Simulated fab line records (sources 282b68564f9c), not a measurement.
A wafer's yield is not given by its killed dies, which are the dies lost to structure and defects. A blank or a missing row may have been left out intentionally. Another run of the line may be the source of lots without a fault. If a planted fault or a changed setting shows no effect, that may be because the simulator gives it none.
A struck lot beside a sound one + flow ritCmos + 19 out of 202 route steps
Sound: wafers L790.1, L790.2, L790.3. Struck: wafers L796.1, L796.2, L796.4. Last of all comes the cause.
At each step with rows: each side's tool, then ch and its chambers, then its first start. Under that, the readings that differ: sound wafers + struck wafers + difference of the means + sigmas: that difference in standard deviations of wafers without a fault.
alike: readings with means less than 2 such deviations apart, plus words and numbers identical on both sides. not compared: withheld readings, readings lacking a value on some wafer, bounds such as >300 that could conceal the same value, and numbers that have no deviation in the record and whose values overlap.
The two part at a step that has a row with sigmas, a row that says differs or no value, or rows on one side only. Numbers that have no deviation but don't overlap get no sigmas and don't part them. A reading missing from all wafers of one side parts the sides only when that side holds two or more wafers.

first, 2 steps without rows for these wafers: RIT_NLDD_PEB_04; RIT_NLDD_DEVELOP_05 (develop time 50 s).
RIT_NLDD_OVL_MEAS_06:
  sound: overlay-02 at day 2 17:23; struck: overlay-02 at day 4 02:35
| reading       | sound       | struck         | difference | sigmas |
|---------------|-------------|----------------|------------|--------|
| NLDD_OVL (nm) | 2.1 3.6 1.3 | -1.5 -1.2 -0.7 | -3.5       | -2     |
then, 2 steps without rows for these wafers: RIT_NLDD_HARDBAKE_07 (time 60 s); RIT_NLDD_IMPLANT_08.
RIT_NLDD_STRIP_09: strips in O2, time 180 s.
  sound on plasmaAsher-01 ch 0,1, day 2 17:44; struck on plasmaAsher-01 ch 0,1, day 4 02:56
  alike: chamberPressureMTorr, drypumpMotorCurrentA
  not compared: rfHoursCounterH
RIT_NLDD_TW_MEAS_10:
  sound: filmMetro-03 at day 2 17:55; struck: filmMetro-03 at day 4 03:06
  alike: NLDD_TW
then, 5 steps without rows for these wafers: RIT_PLDD_HMDS_00 (prime time 60 s); RIT_PLDD_COAT_01 (resist thk 1000 nm); RIT_PLDD_SOFTBAKE_02 (time 60 s); RIT_PLDD_EXPOSE_03 (exposes mask M8, target cd 40900 nm); RIT_PLDD_PEB_04.
RIT_PLDD_DEVELOP_05: develop time 50 s.
  sound on lithoTrack-01 ch 0, day 2 18:00; struck on lithoTrack-02 ch 0, day 4 04:00
RIT_PLDD_OVL_MEAS_06:
  sound: overlay-02 at day 2 18:56; struck: overlay-02 at day 4 04:08
  alike: PLDD_OVL
then, 2 steps without rows for these wafers: RIT_PLDD_HARDBAKE_07 (time 60 s); RIT_PLDD_IMPLANT_08.
RIT_PLDD_STRIP_09: strips in O2, time 180 s.
  sound on plasmaAsher-01 ch 0,1, day 2 19:17; struck on plasmaAsher-03 ch 0,1, day 4 04:28
  alike: chamberPressureMTorr, drypumpMotorCurrentA
  not compared: rfHoursCounterH
RIT_PLDD_TW_MEAS_10:
  sound: filmMetro-04 at day 2 19:27; struck: filmMetro-03 at day 4 04:39
| reading | sound          | struck   | difference | sigmas      |
|---------|----------------|----------|------------|-------------|
| PLDD_TW | 2337 2355 2348 | 30 30 30 | -2317      | -99 or more |
then, 1 step without rows for these wafers: RIT_SPACER_CLEAN_00 (cleans in SC1, time 600 s).

## WHERE THEY PART
At RIT_NLDD_OVL_MEAS_06 first; at RIT_PLDD_TW_MEAS_10 last (within this record only).

WHY: the cause the simulator had injected
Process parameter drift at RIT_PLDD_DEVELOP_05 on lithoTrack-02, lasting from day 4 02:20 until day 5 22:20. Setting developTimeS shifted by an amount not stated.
